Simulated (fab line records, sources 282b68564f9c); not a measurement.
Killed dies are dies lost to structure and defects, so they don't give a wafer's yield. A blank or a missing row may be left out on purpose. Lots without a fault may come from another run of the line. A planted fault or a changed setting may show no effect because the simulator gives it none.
Which tool did it? | flow rit_cmos | 13 lots, 39 wafers sampled, at 2 steps of a route of 202

WHAT THE GAUGES READ, wafer by wafer
RIT_ACTIVE_CD_MEAS_11: target cd 1400 nm.
lot  | measured    | on        | cd_nm (nm)
L661 | day 1 15:18 | cd_sem-02 | 1400.2 1398.8 1401.6
L663 | day 2 00:44 | cd_sem-01 | 1400.0 1401.9 1396.9
L664 | day 2 05:36 | cd_sem-02 | 1399.9 1399.1 1399.8
L666 | day 2 17:04 | cd_sem-02 | 1401.6 1402.1 1400.6
L667 | day 2 20:39 | cd_sem-01 | 1401.6 1404.6 1401.5
L669 | day 3 06:53 | cd_sem-02 | 1400.7 1401.1 1401.0
L670 | day 3 11:56 | cd_sem-01 | 1398.2 1401.4 1400.0
L671 | day 3 17:19 | cd_sem-01 | 1401.3 1402.7 1400.3
L672 | day 3 21:26 | cd_sem-02 | 1397.4 1395.5 1399.8
L680 | day 5 13:28 | cd_sem-02 | 1318.1 1364.3 1392.6
L681 | day 5 18:34 | cd_sem-01 | 1403.2 1404.0 1405.7
L682 | day 5 23:26 | cd_sem-02 | 1399.4 1402.4 1399.6
L684 | day 6 09:34 | cd_sem-01 | 1400.3 1400.0 1399.0

WHICH TOOL RAN EACH LOT (tool, then ch and the chambers of the sampled wafers, then the start)
lot  | RIT_ACTIVE_EXPOSE_08
L661 | iline_stepper-01 ch 0, day 1 14:54
L663 | iline_stepper-02 ch 0, day 2 00:14
L664 | iline_stepper-01 ch 0, day 2 05:12
L666 | iline_stepper-01 ch 0, day 2 16:40
L667 | iline_stepper-02 ch 0, day 2 20:11
L669 | iline_stepper-02 ch 0, day 3 06:29
L670 | iline_stepper-01 ch 0, day 3 11:32
L671 | iline_stepper-01 ch 0, day 3 16:55
L672 | iline_stepper-01 ch 0, day 3 21:02
L680 | iline_stepper-02 ch 0, day 5 13:04
L681 | iline_stepper-01 ch 0, day 5 18:10
L682 | iline_stepper-01 ch 0, day 5 23:02
L684 | iline_stepper-01 ch 0, day 6 09:10
- RIT_ACTIVE_EXPOSE_08: exposes mask M1, target cd 1400 nm.

WHAT THE TOOLS THEMSELVES READ (means of the sampled wafers that have a number; where no wafer has one, the mark that the record gives instead)
RIT_ACTIVE_EXPOSE_08.
lot  | tool             | exposure_dose_mJ_cm2
L661 | iline_stepper-01 | 223.82
L663 | iline_stepper-02 | 224.10
L664 | iline_stepper-01 | 223.77
L666 | iline_stepper-01 | 223.91
L667 | iline_stepper-02 | 223.95
L669 | iline_stepper-02 | 223.72
L670 | iline_stepper-01 | 223.72
L671 | iline_stepper-01 | 223.43
L672 | iline_stepper-01 | 223.80
L680 | iline_stepper-02 | 216.52
L681 | iline_stepper-01 | 223.81
L682 | iline_stepper-01 | 223.84
L684 | iline_stepper-01 | 223.81

THE ANSWER, worked out from the rows above alone
Rule: what is usual is taken from the lots themselves. Put in order of their means at a reading, lots are off if they are a third of the lots or fewer, leave a main group of 4 or more, and stand apart from it by a gap of 3 or more times the standard deviation of the main group's means; of several such gaps the widest counts. A main group whose means are all the same, to the digits that the tables above print for the reading, isn't used. A lot without any number at a reading at which 4 lots or more have one is off too. The other lots that the step has rows for count as sound. The gauges are gone through in route order, then the tools' own readings, and for those a lot's mean is taken as printed above. The first step at which some lot is off is used, and at that step the reading that is off furthest; a lot without a number counts as furthest.
Off: L680, at RIT_ACTIVE_CD_MEAS_11 (cd_nm). The main group: mean 1400.6 nm, standard deviation 1.6.
A tool fits if, at a process step before that reading, it ran every lot that is off, and no sound lot after the first of them. The gauges at RIT_ACTIVE_CD_MEAS_11 aren't tried: what is off there is off at RIT_ACTIVE_EXPOSE_08 too, on other tools, and a gauge's error can't cause that. One fits: iline_stepper-02 at RIT_ACTIVE_EXPOSE_08. Its last sound lot is L669 (day 3 06:29), its first lot that is off L680 (day 5 13:04): a fault that began between those two fits.
The tool's own readings at RIT_ACTIVE_EXPOSE_08 bear it out: on the lots that are off they differ by more than 5 times the standard deviation of the sound lots' means. exposure_dose_mJ_cm2 reads 216.52 there against 223.81 on the sound lots.

WHAT THE SIMULATOR HAD PUT IN
Process parameter drift: iline_stepper-02, from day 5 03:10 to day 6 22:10, at RIT_ACTIVE_EXPOSE_08. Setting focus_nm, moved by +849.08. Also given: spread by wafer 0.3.
Lots struck among those shown: L680. The rule above found the same.
